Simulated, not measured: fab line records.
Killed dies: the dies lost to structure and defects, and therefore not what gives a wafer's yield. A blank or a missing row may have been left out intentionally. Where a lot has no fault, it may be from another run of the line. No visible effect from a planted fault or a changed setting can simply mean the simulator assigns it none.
Split-lot study ; flow berkeley_cmos170 ; route with 331 steps; 5 lots, 23 wafers read

## ABOUT THE SPLIT
At UCB170_CONTACT_COAT_04 (resist thk 900 nm), the setting spin_rpm was moved away from the recipe's 1500 rpm on 7 of the 23 wafers read, by -7.3% to +4.4%. This setting was run at the recipe's value on the other wafers.

Reading taken at the split's own step.

## THE READING
KrF_of_CONTACT_COAT_04.thk_nm (the simulator's own value, which no gauge read), in nm, at UCB170_CONTACT_COAT_04 (resist thk 900 nm). No usual value for it is given in the file. Average 902.1 nm, standard deviation 2.7 nm, over the 16 wafers here run with the recipe.

wafer;tool, chamber at the split;spin_rpm as run, rpm;against the recipe;KrF_of_CONTACT_COAT_04.thk_nm, nm;against lot-mates on the recipe
L076.3;litho_track-03, 0;1500;recipe;903.3;-
L076.6;litho_track-03, 0;1500;recipe;903.3;-
L076.5;litho_track-03, 0;1500;recipe;900;-
L077.1;litho_track-02, 0;1500;recipe;900.3;-
L077.2;litho_track-02, 0;1500;recipe;901.9;-
L077.3;litho_track-02, 0;1500;recipe;899.1;-
L077.5;litho_track-02, 0;1555;+3.7%;882.2;-18.2
L077.6;litho_track-02, 0;1555;+3.7%;882.5;-17.9
L078.1;litho_track-02, 0;1500;recipe;897.9;-
L078.3;litho_track-02, 0;1500;recipe;900;-
L078.4;litho_track-02, 0;1500;recipe;900.6;-
L078.5;litho_track-02, 0;1500;recipe;898.8;-
L078.6;litho_track-02, 0;1500;recipe;900.9;-
L080.1;litho_track-03, 0;1500;recipe;905.6;-
L080.2;litho_track-03, 0;1391;-7.3%;936.4;+31.6
L080.3;litho_track-03, 0;1500;recipe;904;-
L080.4;litho_track-03, 0;1391;-7.3%;938.8;+34.0
L080.5;litho_track-03, 0;1391;-7.3%;938.8;+34.0
L083.2;litho_track-03, 0;1500;recipe;906.1;-
L083.3;litho_track-03, 0;1500;recipe;905.6;-
L083.4;litho_track-03, 0;1500;recipe;906.6;-
L083.5;litho_track-03, 0;1566;+4.4%;883.1;-23.0
L083.6;litho_track-03, 0;1566;+4.4%;883.5;-22.6

THE FIT
A straight line over all 23 wafers: KrF_of_CONTACT_COAT_04.thk_nm changes by -4.87 nm for each +1% of spin_rpm; r = -0.99; the points scatter about the line by 2.6 nm.
The same after taking each lot's own level away (the mean of its wafers on the recipe; 23 wafers): -4.73 nm for each +1%; r = -1.00; scatter 1.3 nm.
That fit puts the effect of the largest move of spin_rpm on the reading at 34 nm.
The lots' own levels span 899.64 to 906.10 nm, that is 2.4 times the standard deviation above.
The two slopes agree, so the slope changes little with the lot-to-lot level.
Check: +34.8 nm against its lot-mates is what the line predicts for one of the wafers moved furthest among these (-7.3%) when that wafer is left out of the fit. It came out at +31.6 nm against them.

## THESE WAFERS: OTHER SPLITS
Note: prior to the reading, these wafers also went through further splits. Each is held against what the fit with the lots' levels taken away leaves over:
other split on the same wafers;wafers away from the commonest value;r with KrF_of_CONTACT_COAT_04.thk_nm (lot level and that fit taken away)
UCB170_NVT_IMPLANT_07 tilt_deg;8;+0.36
UCB170_NLDD_COAT_01 resist_thk_nm;8;-0.19
UCB170_NLDD_EXPOSE_03 dose_mj;5;-0.14
UCB170_PSD_IMPLANT_08 dose_cm2;6;-0.13
UCB170_NSD_COAT_01 spin_rpm;10;-0.02
UCB170_CONTACT_CVD_01 time_s;10;-0.26

## THE WHOLE CHAIN: every reading that the file lists as answering this split, in the file's order
step;what it does;reading;change (the file's fit);r (the file's)
UCB170_CONTACT_COAT_04;resist thk 900 nm;KrF_of_CONTACT_COAT_04.thk_nm (the simulator's own value, which no gauge read);-4.76 nm for each +1% of the setting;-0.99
UCB170_CONTACT_STRIP_06;strips in O2;strip_time_to_endpoint_s;withheld for each +1% of the setting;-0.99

## FILE'S OWN FIT
KrF_of_CONTACT_COAT_04.thk_nm changes by -4.76 nm for each +1% of spin_rpm, r = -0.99.
